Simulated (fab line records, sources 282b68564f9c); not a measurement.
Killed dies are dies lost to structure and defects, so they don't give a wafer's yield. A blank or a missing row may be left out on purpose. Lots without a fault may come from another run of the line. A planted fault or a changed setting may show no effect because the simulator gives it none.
Problem report in the 8D (eight disciplines) form, filled by code | flow rit_cmos | the parts of the form that need people (team, actions taken, sign-off) are left out

1. THE PROBLEM
PSD_OVL at RIT_PSD_OVL_MEAS_06 reads a mean of 130.0 nm on 9 wafers of 3 lots; wafers without a fault read -0.5 nm with a standard deviation of 1.4. That is +93 standard deviations from the usual mean.
First seen on wafer L262.1, day 6 07:40, on overlay-02. The record holds 45 wafers of 15 lots with a number at this step. Rule for "out", or "out of limits": more than 4 standard deviations from the usual mean. The other wafers with a number count as sound.

2. WHAT IT IS AND WHAT IT IS NOT
question                    | is                     | is not
which readings at this step | PSD_OVL                | -
which lots                  | L262, L267, L268       | L249, L250, L251, L252, L253, L254, L255, L256, L257, L260, L261, L265
which wafers of those lots  | all that have a number | -
read on which gauges        | overlay-01, overlay-02 | -
when                        | from day 6 07:40       | up to then (33 sound wafers); but 3 sound wafers of L265 came after

3. SUSPECTS, AND WHAT RULES EACH OUT
Counting: a tool at a process step up to the reading stays a suspect if it ran every lot that is out and no sound lot after the first of them.
- the gauge at RIT_PSD_OVL_MEAS_06: ruled out. The wafers that are out were read on 2 gauges (overlay-01, overlay-02).
- iline_stepper-01 at RIT_PSD_EXPOSE_03 (exposes mask M10, target cd 40900 nm): kept. It ran every lot that is out, first L262 (day 6 07:16), and no sound lot after that; its last sound lot up to then is L257 (day 4 23:29).
Left after counting: iline_stepper-01 at RIT_PSD_EXPOSE_03.

4. THE CAUSE (what the simulator had put in)
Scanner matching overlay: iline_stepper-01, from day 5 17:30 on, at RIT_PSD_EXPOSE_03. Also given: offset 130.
Counting left only this tool.

5. THE CHAIN OF EFFECTS, in route order
Each row: a reading whose mean over the struck wafers that have a number lies more than 3 standard deviations from the usual. Only readings for which the record gives a usual standard deviation are gone through. hours: the time from each lot's start at the first step in this table that gives one to its start at this step, as a median over the lots. sigmas: the change in usual standard deviations.
hours | step                | reading | usual   | on struck wafers | change | sigmas
0     | RIT_PSD_OVL_MEAS_06 | PSD_OVL | -0.5 nm | 130.0            | +130.5 | +93

6. WHAT WOULD HAVE CAUGHT IT SOONER
In this record the first reading out of limits at a measuring or inspecting step was taken at day 6 07:40, 14 hours after the fault began at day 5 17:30.
Of the tool readings at RIT_PSD_EXPOSE_03 for which the record gives a usual standard deviation, none was out on any struck wafer, so an alarm limit of 4 standard deviations on them would not have fired.
Of the lots that are out (3), L267, L268 began RIT_PSD_EXPOSE_03 on iline_stepper-01 after day 6 07:40. A hold on the tool at that time would have spared those 2.
